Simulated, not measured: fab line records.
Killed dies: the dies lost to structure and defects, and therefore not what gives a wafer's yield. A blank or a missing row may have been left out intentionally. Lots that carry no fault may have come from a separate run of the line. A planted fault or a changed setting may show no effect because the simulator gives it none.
Code-filled problem report in 8D (eight disciplines) form ; flow berkeleyCmos170 ; the parts of the form that need people (team, actions taken, sign-off) are left out

1. THE PROBLEM
Wafers free of any fault read 557 nm (standard deviation 8.8) for FIELD_OXIDE_THK at UCB170_FIELD_THK_MEAS_02, against a mean of 620 nm on 9 wafers of 3 lots. Measured from the usual mean, that is +7.2 standard deviations.
The first sign was on wafer L654.1 at day 6 06:47, on filmMetro-02. The record has a number at this step for 36 wafers belonging to 12 lots. Rule for "out", or "out of limits": more than 4 standard deviations from the usual mean. The other wafers with a number count as sound.

2. WHAT IT IS AND WHAT IT IS NOT
question;is;is not
which readings at this step;FIELD_OXIDE_THK;-
which lots;L654, L655, L656;L647, L648, L649, L650, L651, L652, L653, L658, L670
which wafers of those lots;all that have a number;-
read on which gauges;filmMetro-01, filmMetro-02, filmMetro-03;-
when;from day 6 06:47;"up to then (21 sound wafers); but 6 sound wafers of L658, L670 came after"

3. WHAT RULES OUT EACH SUSPECT
Counting: any tool at a process step up to the reading is kept as a suspect provided that every lot that is out went through it and no sound lot did after the first of them.
- the gauge at UCB170_FIELD_THK_MEAS_02 is ruled out. 3 gauges (filmMetro-01, filmMetro-02, filmMetro-03) read the wafers that are out.
- furnace-04 at UCB170_FIELD_OXIDATION_01 (target thk 558.3 nm, ox time 7200 s): kept. It processed each lot that is out, first L654 at day 6 03:47, and no sound lot thereafter; up to then, the last sound lot it processed was L653 at day 5 19:17. On those wafers its own readings are out: spikeTcCentreC, spikeTcLoadC, spikeTcSourceC, tubeCenterTempC, tube_center_temp_C_max.
Left after counting: furnace-04 at UCB170_FIELD_OXIDATION_01.

4. THE CAUSE (what the simulator had put in)
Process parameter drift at UCB170_FIELD_OXIDATION_01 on furnace-04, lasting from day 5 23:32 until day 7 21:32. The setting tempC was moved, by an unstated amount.
After counting, this tool was the only one left.

5. SEQUENCE OF EFFECTS, ordered by route
Each row: a reading where the mean over the struck wafers with a number is more than 3 standard deviations away from the usual. Readings are gone through only where the record gives a usual standard deviation; hours: the median, over the lots, of the time from a lot's start at the first step in this table giving one to that lot's start at this step; sigmas: the change measured in usual standard deviations.
hours;step;reading;usual;on struck wafers;change;sigmas
0;UCB170_FIELD_OXIDATION_01;spikeTcCentreC;1002.0 C;1022.2;+20.2;+18
0;UCB170_FIELD_OXIDATION_01;spikeTcLoadC;1029.8 C;1051.7;+21.9;+7.3
0;UCB170_FIELD_OXIDATION_01;spikeTcSourceC;1024.9 C;1046.7;+21.8;+8.1
0;UCB170_FIELD_OXIDATION_01;tubeCenterTempC;1000 C;1020;+20;+99 or more
0;UCB170_FIELD_OXIDATION_01;tube_center_temp_C_max;1002.5;1022.5;+20.0;+51
3;UCB170_FIELD_THK_MEAS_02;FIELD_OXIDE_THK;557 nm;620;+63;+7.2
12;UCB170_FIELD_THK_MEAS_90;FIELD_OXIDE_LEFT_1_THK;441 nm;504;+63;+7.0
31;UCB170_FIELD_THK_MEAS_91;FIELD_OXIDE_LEFT_2_THK;352 nm;416;+64;+7.1
Its process steps:
- UCB170_FIELD_OXIDATION_01: target thk 558.3 nm, ox time 7200 s.
At these later measuring or inspecting steps, every struck wafer for which the step has a row has a number for every such reading, and none has moved that far: UCB170_M3_CD_MEAS_90.

6. WHAT WOULD HAVE CAUGHT IT SOONER
The first out-of-limits reading at a measuring or inspecting step in this record came at day 6 06:47, 7 hours after the fault's start at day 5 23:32.
Tool's own readings at UCB170_FIELD_OXIDATION_01, spikeTcCentreC, spikeTcLoadC, spikeTcSourceC, tubeCenterTempC, tube_center_temp_C_max: out on all struck wafers the step has rows for; an alarm limit on them would have tripped on the first.
The start of UCB170_FIELD_OXIDATION_01 on furnace-04 came by day 6 06:47 for every one of the lots that are out (3). Tool hold at that time: it would have spared none of them.
